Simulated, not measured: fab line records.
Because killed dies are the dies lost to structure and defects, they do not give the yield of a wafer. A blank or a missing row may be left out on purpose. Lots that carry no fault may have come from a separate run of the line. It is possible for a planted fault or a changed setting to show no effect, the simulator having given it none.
Which tool is to blame? :: flow ritCmos :: 42 wafers sampled from 14 lots at 1 step of a route of 202

== WHAT THE GAUGES SHOWED, per wafer ==
The record holds no reading of a measuring or inspecting step that can be judged against a usual standard deviation.

== WHAT TOOL EACH LOT RAN ON (gives the tool, then ch and the chambers of the sampled wafers, and finally the start) ==
lot: L253
RIT_PRETRO_DEVELOP_05: lithoTrack-04 ch 0, day 2 12:00

lot: L254
RIT_PRETRO_DEVELOP_05: lithoTrack-02 ch 0, day 2 18:00

lot: L255
RIT_PRETRO_DEVELOP_05: lithoTrack-02 ch 0, day 2 22:00

lot: L256
RIT_PRETRO_DEVELOP_05: lithoTrack-01 ch 0, day 3 05:00

lot: L257
RIT_PRETRO_DEVELOP_05: lithoTrack-01 ch 0, day 3 10:00

lot: L258
RIT_PRETRO_DEVELOP_05: lithoTrack-02 ch 0, day 3 14:00

lot: L259
RIT_PRETRO_DEVELOP_05: lithoTrack-02 ch 0, day 3 19:00

lot: L261
RIT_PRETRO_DEVELOP_05: lithoTrack-04 ch 0, day 4 07:00

lot: L264
RIT_PRETRO_DEVELOP_05: lithoTrack-01, day 4 20:00

lot: L265
RIT_PRETRO_DEVELOP_05: lithoTrack-01, day 5 02:00

lot: L272
RIT_PRETRO_DEVELOP_05: lithoTrack-04 ch 0, day 6 16:00

lot: L273
RIT_PRETRO_DEVELOP_05: lithoTrack-04 ch 0, day 6 20:00

lot: L274
RIT_PRETRO_DEVELOP_05: lithoTrack-01 ch 0, day 7 02:00

lot: L275
RIT_PRETRO_DEVELOP_05: lithoTrack-02 ch 0, day 7 06:00
- RIT_PRETRO_DEVELOP_05: develop time 68 s.

== AS READ BY THE TOOLS THEMSELVES (means over the sampled wafers that have a number; for cases with no such wafer, the mark the record gives instead) ==
RIT_PRETRO_DEVELOP_05.
lot: L253
tool: lithoTrack-04
chillPlateTempC (C): 23.03

lot: L254
tool: lithoTrack-02
chillPlateTempC (C): 23.03

lot: L255
tool: lithoTrack-02
chillPlateTempC (C): 22.90

lot: L256
tool: lithoTrack-01
chillPlateTempC (C): 22.96

lot: L257
tool: lithoTrack-01
chillPlateTempC (C): 23.08

lot: L258
tool: lithoTrack-02
chillPlateTempC (C): 23.15

lot: L259
tool: lithoTrack-02
chillPlateTempC (C): 22.94

lot: L261
tool: lithoTrack-04
chillPlateTempC (C): 22.92

lot: L264
tool: lithoTrack-01
chillPlateTempC (C): -

lot: L265
tool: lithoTrack-01
chillPlateTempC (C): -

lot: L272
tool: lithoTrack-04
chillPlateTempC (C): 22.97

lot: L273
tool: lithoTrack-04
chillPlateTempC (C): 23.06

lot: L274
tool: lithoTrack-01
chillPlateTempC (C): 23.13

lot: L275
tool: lithoTrack-02
chillPlateTempC (C): 23.01

== THE ANSWER, worked out from the rows above alone ==
Rule: usual is defined by the lots themselves. The widest of any qualifying gaps counts: lots, ordered by their means at a reading, are off when they make up no more than a third of the lots, leave a main group of 4 or more, and stand apart from it by 3 or more times the standard deviation of that group's means. A main group is skipped when, at the precision printed for the reading in the tables above, its means are all equal. Also off: a lot with no number at a reading for which 4 or more lots have one. The other lots that the step has rows for count as sound. After the gauges, taken in route order, come the tools' own readings; for these a lot's mean is taken, as printed above. The first step at which some lot is off is used, and at that step the reading that is off furthest; a lot without a number counts as furthest.
Off at RIT_PRETRO_DEVELOP_05 (chillPlateTempC): L264, L265. Without a number there: L264, L265. For the main group the mean is 23.02 C and the standard deviation 0.077.
A tool fits if, at that step or a process step before it, it ran every lot that is off, and no sound lot after the first of them. No candidate that was tried fits.

== WHAT THE SIMULATOR PUT IN ==
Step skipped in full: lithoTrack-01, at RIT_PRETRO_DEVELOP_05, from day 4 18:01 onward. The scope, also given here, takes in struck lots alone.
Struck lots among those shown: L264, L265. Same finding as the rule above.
